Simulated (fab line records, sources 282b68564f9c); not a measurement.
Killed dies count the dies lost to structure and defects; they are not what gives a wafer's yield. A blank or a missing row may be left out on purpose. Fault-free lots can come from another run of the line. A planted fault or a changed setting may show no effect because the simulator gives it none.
Check of tool commonality ; flow rit_cmos ; Lots sampled 14, wafers sampled 48

## WHAT PROMPTED THE OPENING
RIT_NRETRO_TW_MEAS_10, reading NRETRO_TW: flagged on 2 of 14 lots. Fault-free wafers read 1066, with a standard deviation of 8.6.
Rule: a lot is flagged when every wafer of it that has a number lies more than 4 standard deviations from that mean, or none has a number. All remaining lots are regarded as sound.

lot;measured;on;NRETRO_TW, wafer by wafer;flag
L221;day 2 07:27;film_metro-04;1059 1057 1053;
L222;day 2 11:17;film_metro-03;1081 1076 1081;
L223;day 2 15:37;film_metro-04;1055 1061 1063;
L224;day 2 20:42;film_metro-02;1062 1062 1061;
L225;day 3 02:40;film_metro-03;1077 1082 1072;
L226;day 3 07:53;film_metro-03;1089 1082 1088;
L227;day 3 12:51;film_metro-02;920 925 922 923 922 928;FLAGGED
L228;day 3 16:29;film_metro-04;924 920 928 926 932 926;FLAGGED
L238;day 5 19:31;film_metro-04;1069 1064 1062;
L239;day 6 00:32;film_metro-04;1073 1071 1074;
L241;day 6 10:01;film_metro-02;1063 1061 1062;
L242;day 6 14:40;film_metro-02;1064 1062 1067;
L243;day 6 20:53;film_metro-04;1072 1065 1069;
L244;day 7 00:50;film_metro-03;1080 1081 1081;
Average over the flagged lots: 925; offset from the usual -141, equal to -16 standard deviations.

## LOT BY LOT: THE TOOL USED
The record holds 3 process steps before the reading, out of a route of 202 steps. Each cell gives the tool, then ch followed by the chambers the sampled wafers passed through, then the start.
lot;flag;RIT_NWELL_STRIP_09;RIT_NRETRO_IMPLANT_08;RIT_NRETRO_STRIP_09
L221;;plasma_asher-02 ch 0, day 1 22:49;implanter-02 ch 0, day 2 07:08;plasma_asher-03 ch 0,1, day 2 07:16
L222;;plasma_asher-04 ch 0,1, day 2 02:24;implanter-02 ch 0, day 2 10:58;plasma_asher-02 ch 0,1, day 2 11:07
L223;;plasma_asher-01 ch 0,1, day 2 06:46;implanter-04 ch 0, day 2 15:17;plasma_asher-02 ch 0,1, day 2 15:26
L224;;plasma_asher-01 ch 0,1, day 2 11:55;implanter-03 ch 0, day 2 20:23;plasma_asher-03 ch 0,1, day 2 20:32
L225;;plasma_asher-02 ch 1, day 2 17:43;implanter-03 ch 0, day 3 02:21;plasma_asher-03 ch 0,1, day 3 02:29
L226;;plasma_asher-04 ch 0,1, day 2 23:02;implanter-04 ch 0, day 3 07:35;plasma_asher-01 ch 1, day 3 07:43
L227;FLAGGED;plasma_asher-01 ch 0,1, day 3 03:34;implanter-03 ch 0, day 3 12:32;plasma_asher-02 ch 0,1, day 3 12:40
L228;FLAGGED;plasma_asher-02 ch 0,1, day 3 07:37;implanter-03 ch 0, day 3 16:11;plasma_asher-01 ch 0,1, day 3 16:20
L238;;plasma_asher-02 ch 0,1, day 5 10:47;implanter-02 ch 0, day 5 19:12;plasma_asher-02 ch 0,1, day 5 19:20
L239;;plasma_asher-02 ch 0,1, day 5 15:38;implanter-04 ch 0, day 6 00:14;plasma_asher-03 ch 0,1, day 6 00:24
L241;;plasma_asher-01 ch 0,1, day 6 01:06;implanter-04 ch 0, day 6 09:41;plasma_asher-01 ch 0,1, day 6 09:50
L242;;plasma_asher-02 ch 0,1, day 6 05:43;implanter-04 ch 0, day 6 14:22;plasma_asher-01 ch 0,1, day 6 14:29
L243;;plasma_asher-04 ch 0,1, day 6 12:16;implanter-02 ch 0, day 6 20:34;plasma_asher-02 ch 0,1, day 6 20:43
L244;;plasma_asher-01 ch 0,1, day 6 15:37;implanter-02 ch 0, day 7 00:31;plasma_asher-01 ch 0,1, day 7 00:40
What these steps do:
- RIT_NWELL_STRIP_09: strips in O2, time 180 s.
- RIT_NRETRO_IMPLANT_08
- RIT_NRETRO_STRIP_09: strips in O2, time 180 s.
- RIT_NRETRO_TW_MEAS_10

## FLAGGED AGAINST TOTAL, ONE TOOL AT A TIME (gauges that did the reading follow at the end)
step;tool;lots run;flagged;share of the flagged lots;sound lots run after its first flagged lot
RIT_NWELL_STRIP_09;plasma_asher-01;5;1;some;2 (L241,L244)
RIT_NWELL_STRIP_09;plasma_asher-02;6;1;some;3 (L238,L239,L242)
RIT_NWELL_STRIP_09;plasma_asher-04;3;0;none;-
RIT_NRETRO_IMPLANT_08;implanter-02;5;0;none;-
RIT_NRETRO_IMPLANT_08;implanter-03;4;2;all;0
RIT_NRETRO_IMPLANT_08;implanter-04;5;0;none;-
RIT_NRETRO_STRIP_09;plasma_asher-01;5;1;some;3 (L241,L242,L244)
RIT_NRETRO_STRIP_09;plasma_asher-02;5;1;some;2 (L238,L243)
RIT_NRETRO_STRIP_09;plasma_asher-03;4;0;none;-
RIT_NRETRO_TW_MEAS_10;film_metro-02;4;1;some;2 (L241,L242)
RIT_NRETRO_TW_MEAS_10;film_metro-03;4;0;none;-
RIT_NRETRO_TW_MEAS_10;film_metro-04;6;1;some;3 (L238,L239,L243)

## WHAT THE TABLE PERMITS
Rows of the table that ran each flagged lot: 1, that is implanter-03 at RIT_NRETRO_IMPLANT_08.
- implanter-03 at RIT_NRETRO_IMPLANT_08 ran 4 lots, 2 of them flagged. A fault beginning between L225 (day 3 02:21), its last sound lot, and L227 (day 3 12:32), its first flagged one, fits the data. Its own readings (dose_ions_cm2, faraday_current_uA) fall more than 4 standard deviations out on all wafers of the flagged lots.
Just one tool remains: implanter-03 at RIT_NRETRO_IMPLANT_08.

## WHAT WAS PUT IN BY THE SIMULATOR
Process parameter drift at RIT_NRETRO_IMPLANT_08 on implanter-03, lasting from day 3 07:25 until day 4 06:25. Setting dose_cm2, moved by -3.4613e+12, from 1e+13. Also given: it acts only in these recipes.
Shown lots that were struck: L227, L228. The rule given above showed the same thing.
